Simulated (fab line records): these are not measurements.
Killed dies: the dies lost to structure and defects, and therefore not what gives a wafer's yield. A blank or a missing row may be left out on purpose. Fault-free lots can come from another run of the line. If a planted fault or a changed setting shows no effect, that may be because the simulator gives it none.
Which tool did it? / flow rit_cmos / 7 lots, 21 wafers sampled, at 1 step of a route of 202

WHAT THE GAUGES SHOWED, per wafer
RIT_GATE_THK_MEAS_09.
lot=L783; measured=day 3 00:32; on=film_metro-01; GATE_POLY_THK (nm)=250.4 251.4 250.1
lot=L786; measured=day 3 16:25; on=film_metro-02; GATE_POLY_THK (nm)=251.7 249.7 248.8
lot=L789; measured=day 4 04:54; on=film_metro-01; GATE_POLY_THK (nm)=252.8 252.1 251.9
lot=L793; measured=day 5 03:43; on=film_metro-01; GATE_POLY_THK (nm)=250.6 248.9 248.4
lot=L795; measured=day 5 18:23; on=film_metro-01; GATE_POLY_THK (nm)=250.1 250.5 251.2
lot=L801; measured=day 7 02:34; on=film_metro-02; GATE_POLY_THK (nm)=255.1 253.2 254.4
lot=L803; measured=day 7 21:25; on=film_metro-01; GATE_POLY_THK (nm)=252.4 255.7 251.0

TOOL THAT RAN EACH LOT (tool first, then ch and the chambers of the sampled wafers, then the start)
The record holds no process step before these readings.

THE ANSWER, worked out from the rows above alone
Rule: the lots themselves supply what counts as usual. Put in order of their means at a reading, lots are off if they are a third of the lots or fewer, leave a main group of 4 or more, and stand apart from it by a gap of 3 or more times the standard deviation of the main group's means; of several such gaps the widest counts. A main group is skipped when, at the precision printed for the reading in the tables above, its means are all equal. Also off: a lot with no number at a reading for which 4 or more lots have one. Any other lot the step has rows for is counted as sound.
No lot is off at any reading shown: from this, nothing can be told.

WHAT HAD BEEN PUT IN BY THE SIMULATOR
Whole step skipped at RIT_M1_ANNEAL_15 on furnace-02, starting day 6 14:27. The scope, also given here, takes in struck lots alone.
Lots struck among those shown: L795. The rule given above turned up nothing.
